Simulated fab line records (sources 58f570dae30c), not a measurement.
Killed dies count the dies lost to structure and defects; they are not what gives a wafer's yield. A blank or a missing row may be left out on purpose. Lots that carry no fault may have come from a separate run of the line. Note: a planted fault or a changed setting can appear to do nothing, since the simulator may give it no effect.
fab line records | flow berkeleyCmos170
[record] lots = 14 | wafers = 42 | lastDay = 13
route steps=331 shown M3@310
lots that met no fault: taken from a fault-free run of the same line
startH: hours from the record's first day to the start of the lot's first wafer shown | waitH: hours since the lot's step before | " as in the row above | L1.1+2: a row that stands for several wafers | - no value, or no start given | * or withheld: withheld | < > ~ a bound
route shown NAME@n: NAME is a module with steps in the file, n the number in the route of the first one | usual: mean and standard deviation over wafers with no fault | same: alike in all rows | chamber/n: place in a boat | sites: the reading at each site | _std_site: the values' standard deviation | _edge_site: mean of outer sites minus mean of inner sites | radiusMm: how far each site lies from the wafer's centre | mask NAME#n: copy n | behind: tool/chamber where the wafer was last shaped | hold: what put the lot on hold/how long, in hours/how the hold closed | device: the transistor (n, p or np) that didn't switch | end of line: the same wafers' tests at the end of the route | a step with no rows: only its recipe | killed: the dies lost at the first sort to structure and to defects; this is not the yield of the wafer | map: a wafer's dies, marking killed ones x, the rest . and places with no die _
set.NAME: the setting that was run; set.NAME@STEP: the one run at that earlier step | model.NAME: the simulator's own value behind a step, which no gauge read
route steps across a sampled set of lots; one table per step, one row per wafer
services: a tool's chamber out of use, with start hour (startH, from the record's first day; less than 0 if before it), hours out, and reason
[[steps]]
[step UCB170_M3_SPUTTER_01]
[recipe] material = Al | targetThkNm = 900 | timeS = 120 | powerW = 6240 | chamberPressurePa = 0.5
[usual] throttleValvePct = 30.2/1
lot.wafer | tool          | chamber | startH | waitH | throttleValvePct
L666.3    | pvdSputter-03 | -       | 176.55 | 0.0   | 30.2
L666.5    | "             | -       | "      | "     | 30.1
L666.6    | "             | -       | "      | "     | 31.6
L665.3    | pvdSputter-02 | -       | 188.94 | 0.0   | 31.5
L665.4    | "             | -       | "      | "     | 30.3
L665.6    | "             | -       | "      | "     | 31.3
L667.1    | pvdSputter-01 | -       | 190.41 | 0.0   | 29.6
L667.2    | "             | -       | "      | "     | 29.0
L667.3    | "             | -       | "      | "     | 28.7
L668.1    | pvdSputter-03 | -       | 191.26 | 0.0   | 30.2
L668.3    | "             | -       | "      | "     | 31.7
L668.5    | "             | -       | "      | "     | 28.3
L669.2    | pvdSputter-03 | -       | 214.41 | 0.0   | 28.2
L669.3    | "             | -       | "      | "     | 30.0
L669.4    | "             | -       | "      | "     | 31.6
L673.2    | pvdSputter-01 | -       | 233.27 | 0.0   | 28.9
L673.3    | "             | -       | "      | "     | 29.6
L673.6    | "             | -       | "      | "     | 29.8
L675.3    | pvdSputter-03 | -       | 233.83 | 0.0   | 30.3
L675.5    | "             | -       | "      | "     | 29.9
L675.6    | "             | -       | "      | "     | 31.6
L676.1    | pvdSputter-02 | -       | 262.35 | 0.0   | 30.8
L676.2    | "             | -       | "      | "     | 30.1
L676.6    | "             | -       | "      | "     | 30.4
L681.2    | pvdSputter-02 | -       | 278.91 | 0.0   | 30.8
L681.3    | "             | -       | "      | "     | 30.1
L681.4    | "             | -       | "      | "     | 31.3
L682.1    | pvdSputter-02 | -       | 293.61 | 0.0   | 31.4
L682.2    | "             | -       | "      | "     | 30.8
L682.5    | "             | -       | "      | "     | 30.8
L685.3    | pvdSputter-01 | -       | 294.70 | 0.0   | 29.4
L685.4    | "             | -       | "      | "     | 29.8
L685.5    | "             | -       | "      | "     | 28.7
L683.1    | pvdSputter-03 | -       | 294.88 | 0.0   | 31.4
L683.2    | "             | -       | "      | "     | 28.4
L683.6    | "             | -       | "      | "     | 30.1
L686.1    | pvdSputter-01 | -       | 298.54 | 0.0   | 30.1
L686.2    | "             | -       | "      | "     | 29.6
L686.3    | "             | -       | "      | "     | 28.7
L687.1    | pvdSputter-03 | -       | 298.81 | 0.0   | 31.6
L687.3    | "             | -       | "      | "     | 28.0
L687.5    | "             | -       | "      | "     | 28.4
[step UCB170_M3_RS_MEAS_02]
[recipe] thkMeasGauge = four-point-probe | reads = Al_of_M3_SPUTTER_01
[usual] M3_AL_RS = 0.0311/0.00036
lot.wafer | tool         | chamber | startH | waitH | M3_AL_RS[ohm/sq]
L666.3    | filmMetro-01 | -       | 176.67 | 0.1   | 0.0309
L666.5    | "            | -       | "      | "     | 0.0310
L666.6    | "            | -       | "      | "     | 0.0317
L665.3    | filmMetro-03 | -       | 189.06 | 0.1   | 0.0312
L665.4    | "            | -       | "      | "     | 0.0315
L665.6    | "            | -       | "      | "     | 0.0309
L667.1    | filmMetro-02 | -       | 190.50 | 0.0   | 0.0311
L667.2    | "            | -       | "      | "     | 0.0312
L667.3    | "            | -       | "      | "     | 0.0314
L668.1    | filmMetro-01 | -       | 191.34 | 0.0   | 0.0309
L668.3    | "            | -       | "      | "     | 0.0313
L668.5    | "            | -       | "      | "     | 0.0311
L669.2    | filmMetro-03 | -       | 214.51 | 0.1   | 0.0304
L669.3    | "            | -       | "      | "     | 0.0301
L669.4    | "            | -       | "      | "     | 0.0306
L673.2    | filmMetro-03 | -       | 233.38 | 0.1   | 0.0309
L673.3    | "            | -       | "      | "     | 0.0311
L673.6    | "            | -       | "      | "     | 0.0312
L675.3    | filmMetro-02 | -       | 233.95 | 0.1   | 0.0304
L675.5    | "            | -       | "      | "     | 0.0302
L675.6    | "            | -       | "      | "     | 0.0309
L676.1    | filmMetro-02 | -       | 262.43 | 0.0   | 0.0314
L676.2    | "            | -       | "      | "     | 0.0312
L676.6    | "            | -       | "      | "     | 0.0314
L681.2    | filmMetro-02 | -       | 279.01 | 0.1   | 0.0342
L681.3    | "            | -       | "      | "     | 0.0340
L681.4    | "            | -       | "      | "     | 0.0343
L682.1    | filmMetro-03 | -       | 293.69 | 0.0   | 0.0335
L682.2    | "            | -       | "      | "     | 0.0338
L682.5    | "            | -       | "      | "     | 0.0338
L685.3    | filmMetro-03 | -       | 294.82 | 0.1   | 0.0306
L685.4    | "            | -       | "      | "     | 0.0309
L685.5    | "            | -       | "      | "     | 0.0311
L683.1    | filmMetro-02 | -       | 294.97 | 0.0   | 0.0310
L683.2    | "            | -       | "      | "     | 0.0308
L683.6    | "            | -       | "      | "     | 0.0309
L686.1    | filmMetro-01 | -       | 298.63 | 0.0   | 0.0314
L686.2    | "            | -       | "      | "     | 0.0312
L686.3    | "            | -       | "      | "     | 0.0313
L687.1    | filmMetro-03 | -       | 298.89 | 0.0   | 0.0308
L687.3    | "            | -       | "      | "     | 0.0304
L687.5    | "            | -       | "      | "     | 0.0302
[step UCB170_M3_THK_MEAS_03]
[recipe] thkMeasGauge = xrf | reads = Al_of_M3_SPUTTER_01
[usual] M3_AL_THK = 917/10
lot.wafer | tool         | chamber | startH | waitH | M3_AL_THK[nm]
L666.3    | filmMetro-01 | -       | 176.77 | 0.1   | 930
L666.5    | "            | -       | "      | "     | 925
L666.6    | "            | -       | "      | "     | 899
L665.3    | filmMetro-03 | -       | 189.16 | 0.1   | 917
L665.4    | "            | -       | "      | "     | 905
L665.6    | "            | -       | "      | "     | 925
L667.1    | filmMetro-02 | -       | 190.62 | 0.1   | 923
L667.2    | "            | -       | "      | "     | 912
L667.3    | "            | -       | "      | "     | 912
L668.1    | filmMetro-01 | -       | 191.46 | 0.1   | 919
L668.3    | "            | -       | "      | "     | 910
L668.5    | "            | -       | "      | "     | 924
L669.2    | filmMetro-03 | -       | 214.62 | 0.1   | 933
L669.3    | "            | -       | "      | "     | 949
L669.4    | "            | -       | "      | "     | 929
L673.2    | filmMetro-03 | -       | 233.49 | 0.1   | 922
L673.3    | "            | -       | "      | "     | 919
L673.6    | "            | -       | "      | "     | 915
L675.3    | filmMetro-02 | -       | 234.05 | 0.1   | 934
L675.5    | "            | -       | "      | "     | 938
L675.6    | "            | -       | "      | "     | 920
L676.1    | filmMetro-02 | -       | 262.55 | 0.1   | 911
L676.2    | "            | -       | "      | "     | 914
L676.6    | "            | -       | "      | "     | 911
L681.2    | filmMetro-02 | -       | 279.12 | 0.1   | 844
L681.3    | "            | -       | "      | "     | 852
L681.4    | "            | -       | "      | "     | 848
L682.1    | filmMetro-03 | -       | 293.81 | 0.1   | 854
L682.2    | "            | -       | "      | "     | 844
L682.5    | "            | -       | "      | "     | 842
L685.3    | filmMetro-03 | -       | 294.92 | 0.1   | 928
L685.4    | "            | -       | "      | "     | 916
L685.5    | "            | -       | "      | "     | 909
L683.1    | filmMetro-02 | -       | 295.09 | 0.1   | 916
L683.2    | "            | -       | "      | "     | 925
L683.6    | "            | -       | "      | "     | 921
L686.1    | filmMetro-01 | -       | 298.75 | 0.1   | 910
L686.2    | "            | -       | "      | "     | 918
L686.3    | "            | -       | "      | "     | 910
L687.1    | filmMetro-03 | -       | 299.01 | 0.1   | 917
L687.3    | "            | -       | "      | "     | 938
L687.5    | "            | -       | "      | "     | 942
[step UCB170_M3_METAL_ETCH_18]
[recipe] chemistry = Cl2/BCl3 | target = Al | stopOn = SiO2 | pressureMtorr = 12 | targetDepthA = 11700 | overEtchFrac = 0.3 | timeS = 195 | icpW = 600 | biasW = 120 | Cl2_flow_sccm = 90 | bcl3FlowSccm = 45
[usual] drypumpMotorCurrentA = 6.07/0.26 | oesProductAu = 0.879/0.0089 | throttleValvePct = 24.50/0.16
lot.wafer | tool        | chamber | startH | waitH | drypumpMotorCurrentA | oesProductAu | rfHoursCounterH | throttleValvePct
L666.3    | rieMetal-01 | 0       | 178.76 | -     | 6.37                 | 0.875        | -               | 24.46
L666.5    | "           | 1       | "      | "     | 5.57                 | 0.879        | -               | 24.65
L666.6    | "           | 0       | "      | "     | 6.36                 | 0.856        | -               | 24.45
L665.3    | rieMetal-04 | 1       | 191.03 | -     | 6.13                 | 0.871        | -               | 24.60
L665.4    | "           | 0       | "      | "     | 6.22                 | 0.887        | -               | 24.63
L665.6    | "           | 1       | "      | "     | 6.15                 | 0.883        | -               | 24.59
L667.1    | rieMetal-01 | 0       | 194.63 | -     | 6.37                 | 0.881        | 0               | 24.46
L667.2    | "           | 1       | "      | "     | 5.59                 | 0.879        | 11              | 24.66
L667.3    | "           | 1       | "      | "     | 5.56                 | 0.879        | -               | 24.65
L668.1    | rieMetal-03 | 0       | 194.97 | -     | 6.18                 | 0.871        | 10              | 24.16
L668.3    | "           | 1       | "      | "     | 5.80                 | 0.887        | -               | 24.38
L668.5    | "           | 0       | "      | "     | 6.19                 | 0.872        | -               | 24.16
L669.2    | rieMetal-04 | 1       | 216.44 | -     | 6.15                 | 0.890        | 6               | 24.58
L669.3    | "           | 1       | "      | "     | 6.16                 | 0.891        | -               | 24.58
L669.4    | "           | 0       | "      | "     | 6.24                 | 0.894        | -               | 24.61
L673.2    | rieMetal-01 | 1       | 235.74 | -     | 5.56                 | 0.894        | 12              | 24.67
L673.3    | "           | 0       | "      | "     | 6.36                 | 0.871        | -               | 24.45
L673.6    | "           | 1       | "      | "     | 5.56                 | 0.882        | -               | 24.66
L675.3    | rieMetal-03 | 1       | 236.92 | -     | 5.80                 | 0.884        | -               | 24.36
L675.5    | "           | 0       | "      | "     | 6.19                 | 0.886        | -               | 24.15
L675.6    | "           | 1       | "      | "     | 5.81                 | 0.887        | -               | 24.37
L676.1    | rieMetal-03 | 0       | 266.80 | -     | 6.18                 | 0.875        | 12              | 24.16
L676.2    | "           | 1       | "      | "     | 5.81                 | 0.878        | 10              | 24.36
L676.6    | "           | 0       | "      | "     | 6.18                 | 0.868        | -               | 24.16
L681.2    | rieMetal-01 | 1       | 281.68 | -     | 5.57                 | 0.836        | 13              | 24.68
L681.3    | "           | 0       | "      | "     | 6.37                 | 0.835        | -               | 24.47
L681.4    | "           | 1       | "      | "     | 5.59                 | 0.829        | -               | 24.68
L682.1    | rieMetal-03 | 1       | 296.28 | -     | 5.79                 | 0.850        | 12              | 24.40
L682.2    | "           | 0       | "      | "     | 6.20                 | 0.846        | 13              | 24.18
L682.5    | "           | 1       | "      | "     | 5.80                 | 0.845        | -               | 24.40
L685.3    | rieMetal-04 | 0       | 297.12 | -     | 6.27                 | 0.892        | -               | 24.61
L685.4    | "           | 1       | "      | "     | 6.16                 | 0.873        | -               | 24.60
L685.5    | "           | 1       | "      | "     | 6.16                 | 0.875        | -               | 24.59
L683.1    | rieMetal-01 | 0       | 297.30 | -     | 6.38                 | 0.866        | 3               | 24.46
L683.2    | "           | 1       | "      | "     | 5.55                 | 0.896        | 13              | 24.65
L683.6    | "           | 0       | "      | "     | 6.36                 | 0.879        | -               | 24.45
L686.1    | rieMetal-03 | 0       | 301.36 | -     | 6.18                 | 0.877        | 13              | 24.15
L686.2    | "           | 1       | "      | "     | 5.77                 | 0.875        | 12              | 24.38
L686.3    | "           | 1       | "      | "     | 5.78                 | 0.870        | -               | 24.38
L687.1    | rieMetal-04 | 1       | 301.59 | -     | 6.13                 | 0.880        | 9               | 24.58
L687.3    | "           | 1       | "      | "     | 6.16                 | 0.881        | -               | 24.59
L687.5    | "           | 1       | "      | "     | 6.14                 | 0.892        | -               | 24.57
[[services]]
tool          | chamber | startH | hours | kind
rieMetal-01   | -       | 154.20 | 1.4   | pm
rieMetal-01   | 0       | 161.20 | -     | clean
rieMetal-01   | 0       | 161.20 | 14.1  | scheduledDown
rieMetal-01   | 0       | 161.20 | 14.1  | ventCycle
pvdSputter-02 | -       | 180.34 | 4.0   | repair
rieMetal-04   | 1       | 211.35 | 5.0   | repair
rieMetal-03   | 0       | 230.88 | 3.7   | repair
pvdSputter-02 | -       | 241.01 | 2.7   | repair
rieMetal-04   | -       | 249.95 | 1.4   | pm
pvdSputter-03 | -       | 260.89 | 4.3   | repair
rieMetal-03   | -       | 274.08 | 1.8   | repair
rieMetal-04   | 1       | 284.94 | 9.2   | repair
pvdSputter-03 | -       | 300.19 | 5.4   | repair
[[key]]
[firstSign] step = UCB170_M3_RS_MEAS_02 | reading = M3_AL_RS | direction = up | sigmas = 7.8 | usual = 0.0311 | struck = 0.0339
[effect] step = UCB170_M3_THK_MEAS_03 | reading = M3_AL_THK | direction = down | sigmas = 6.8 | usual = 917 | struck = 847
[effect] step = UCB170_M3_METAL_ETCH_18 | reading = oesProductAu | direction = down | sigmas = 4.4 | usual = 0.879 | struck = 0.840
metAt UCB170_M3_SPUTTER_01
struckLots L681,L682
onsetBetween 262.35 278.91
[fault] kind = siteProfileDrift | tool = pvdSputter-02 | chamber = - | onsetH = 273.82 | steps = UCB170_M3_SPUTTER_01 | basis = fraction | maxAbsDrift = 0.14562 | slopeSharePerHr = 72.808 | sitePattern = 0,0,0,0,0,-1,-1,-1,-1
